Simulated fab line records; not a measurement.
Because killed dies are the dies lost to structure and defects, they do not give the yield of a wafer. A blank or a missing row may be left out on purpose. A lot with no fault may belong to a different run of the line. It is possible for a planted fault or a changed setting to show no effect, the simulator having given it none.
8D (eight disciplines) problem report, filled in by code + flow berkeleyCmos170 + the parts of the form that need people (team, actions taken, sign-off) are left out

## 1. THE ISSUE
Mean PVT_TW at UCB170_PVT_TW_MEAS_09: 485 over 6 wafers in 2 lots; fault-free wafers: 508, standard deviation 4. Relative to the usual mean, that is a shift of -5.7 standard deviations.
Seen first at day 10 12:37 on filmMetro-04, wafer L509.1. The record has a number at this step for 42 wafers belonging to 14 lots. Rule for "out", or "out of limits": more than 4 standard deviations from the usual mean. The rest of the wafers with a number are treated as sound.

## 2. WHAT IT IS, WHAT IT ISN'T
| question                    | is                     | is not                                                                                 |
|-----------------------------|------------------------|----------------------------------------------------------------------------------------|
| which readings at this step | PVT_TW                 | -                                                                                      |
| which lots                  | L509, L510             | L490, L491, L493, L495, L496, L499, L500, L505, L508, L511, L512, L513                 |
| which wafers of those lots  | all that have a number | -                                                                                      |
| read on which gauges        | filmMetro-04           | filmMetro-01, filmMetro-03                                                             |
| when                        | from day 10 12:37      | up to then (24 sound wafers); but 12 sound wafers of L508, L511, L512, L513 came after |

## 3. THE SUSPECTS, EACH WITH WHAT RULES IT OUT
Counting: any tool at a process step up to the reading is kept as a suspect provided that every lot that is out went through it and no sound lot did after the first of them.
- ruled out: the gauge at UCB170_PVT_TW_MEAS_09. All the wafers that are out were read on filmMetro-04, but those of them that UCB170_PVT_IMPLANT_07 has rows for are out there too, on other tools.
- implanter-03 at UCB170_PVT_IMPLANT_07: kept. It processed each lot that is out, first L509 at day 10 12:22, and no sound lot thereafter; up to then, the last sound lot it processed was L499 at day 8 11:05. On those wafers its own readings are out: beamEnergyKeV.
Remaining after the count: implanter-03 at UCB170_PVT_IMPLANT_07.

## 4. THE CAUSE (what the simulator had put in)
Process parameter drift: implanter-03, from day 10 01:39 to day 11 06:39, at UCB170_PVT_IMPLANT_07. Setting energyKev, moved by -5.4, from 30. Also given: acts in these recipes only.
This tool alone remained once counting was done.

## 5. SEQUENCE OF EFFECTS, ordered by route
Rows list readings where the struck wafers' mean (over those with a number) sits beyond 3 standard deviations from the usual. Only readings whose record carries a usual standard deviation are examined. hours: median over the lots of the time between each lot's start at the first step of this table that gives one and its start at this step. sigmas: the change, counted in usual standard deviations.
| hours | step                  | reading       | usual  | on struck wafers | change | sigmas      |
|-------|-----------------------|---------------|--------|------------------|--------|-------------|
| 0     | UCB170_PVT_IMPLANT_07 | beamEnergyKeV | 29.999 | 24.600           | -5.399 | -99 or more |
| 0     | UCB170_PVT_TW_MEAS_09 | PVT_TW        | 508    | 485              | -23    | -5.7        |
Here are the process steps it includes:
- UCB170_PVT_IMPLANT_07

## 6. HOW IT WOULD HAVE BEEN CAUGHT EARLIER
Counted from the fault's start at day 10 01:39, it took 11 hours until the first out-of-limits reading at a measuring or inspecting step in this record, taken at day 10 12:37.
Tool's own readings at UCB170_PVT_IMPLANT_07, beamEnergyKeV: out on all struck wafers the step has rows for; an alarm limit on them would have tripped on the first.
Lots out: 2; of these, L510 started UCB170_PVT_IMPLANT_07 on implanter-03 after day 10 12:37. A tool hold placed at that time would have kept it from harm.
